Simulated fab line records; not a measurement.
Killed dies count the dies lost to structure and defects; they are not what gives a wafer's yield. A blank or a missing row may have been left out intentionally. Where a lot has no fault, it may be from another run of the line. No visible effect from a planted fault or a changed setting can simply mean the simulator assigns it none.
Problem report in the 8D (eight disciplines) form, filled by code :: flow berkeleyCmos170 :: the parts of the form that need people (team, actions taken, sign-off) are left out

1. WHAT WENT WRONG
stripTimeToEndpointS at UCB170_V1_STRIP_15 reads a mean of 16.93 s on 2 wafers of 2 lots; wafers without a fault read 15.38 s with a standard deviation of 0.12. That puts it +13 standard deviations away from the usual mean.
The step: strips in O2.
First observed at day 9 17:19: wafer L434.1, on plasmaAsher-02. The record holds 42 wafers of 14 lots with a number at this step. Rule for "out" (also "out of limits"): further than 4 standard deviations from the usual mean. The rest of the wafers with a number are treated as sound.

2. WHAT IT IS, WHAT IT ISN'T
question: which readings at this step
is: stripTimeToEndpointS
is not: drypumpMotorCurrentA, oesProductAu

question: which lots
is: L434, L435
is not: L422, L423, L424, L425, L426, L427, L428, L431, L432, L433, L443, L444

question: which wafers of those lots
is: L434.1, L435.2
is not: L434.2, L434.3, L435.3, L435.4

question: read on which tools
is: plasmaAsher-02, plasmaAsher-03
is not: plasmaAsher-04

question: when
is: from day 9 17:19
is not: up to then (29 sound wafers); but 11 sound wafers of L433, L435, L443, L444 came after

3. SUSPECTS, AND WHAT RULES EACH OUT
Counting: if a tool at a process step up to the reading ran every lot that is out, it stays a suspect. Sound lots after the first of them don't rule it out here, since some wafers of a struck lot are sound.
- rieDiel-04 at UCB170_V1_ETCH_14 (etches SiO2 in CHF3/CF4/Ar, stops on Al, target depth 1250 nm, time 291 s): kept. It processed each lot that is out (first: L434, day 9 17:08); up to then, its last sound lot is L431 (day 9 06:17).
- In rieDiel-04 at UCB170_V1_ETCH_14, the wafers that are out were processed in chamber 1 and their sound lot-mates in chambers 0, 2, 3.
The count leaves rieDiel-04 at UCB170_V1_ETCH_14.

4. THE CAUSE (what the simulator had put in)
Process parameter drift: rieDiel-04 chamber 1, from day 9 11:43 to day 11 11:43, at UCB170_V1_ETCH_14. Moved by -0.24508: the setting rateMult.
This tool alone remained once counting was done.

5. THE EFFECT CHAIN, in route order
One row per reading whose mean, taken over the struck wafers that have a number, lies over 3 standard deviations from the usual. Readings are gone through only where the record gives a usual standard deviation; hours: the median, over the lots, of the time from a lot's start at the first step in this table giving one to that lot's start at this step; sigmas: the change measured in usual standard deviations.
hours: 0
step: UCB170_V1_ETCH_14
reading: oesProductAu
usual: 0.870 a.u.
on struck wafers: 0.833
change: -0.037
sigmas: -3.4

hours: 0
step: UCB170_V1_STRIP_15
reading: stripTimeToEndpointS
usual: 15.38 s
on struck wafers: 16.93
change: +1.55
sigmas: +13
Here are the process steps it includes:
- UCB170_V1_ETCH_14: etches SiO2 in CHF3/CF4/Ar, stops on Al, target depth 1250 nm, time 291 s.
- UCB170_V1_STRIP_15: strips in O2.

6. WHAT WOULD HAVE CAUGHT IT SOONER
In this record the first reading out of limits was taken at day 9 17:19, 6 hours after the fault began at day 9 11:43.
Of the tool readings at UCB170_V1_ETCH_14 for which the record gives a usual standard deviation, none was out on any struck wafer, so an alarm limit of 4 standard deviations on them would not have fired.
L435, from the lots that are out (2), started UCB170_V1_ETCH_14 on rieDiel-04 later than day 9 17:19. A tool hold placed at that time would have kept it from harm.
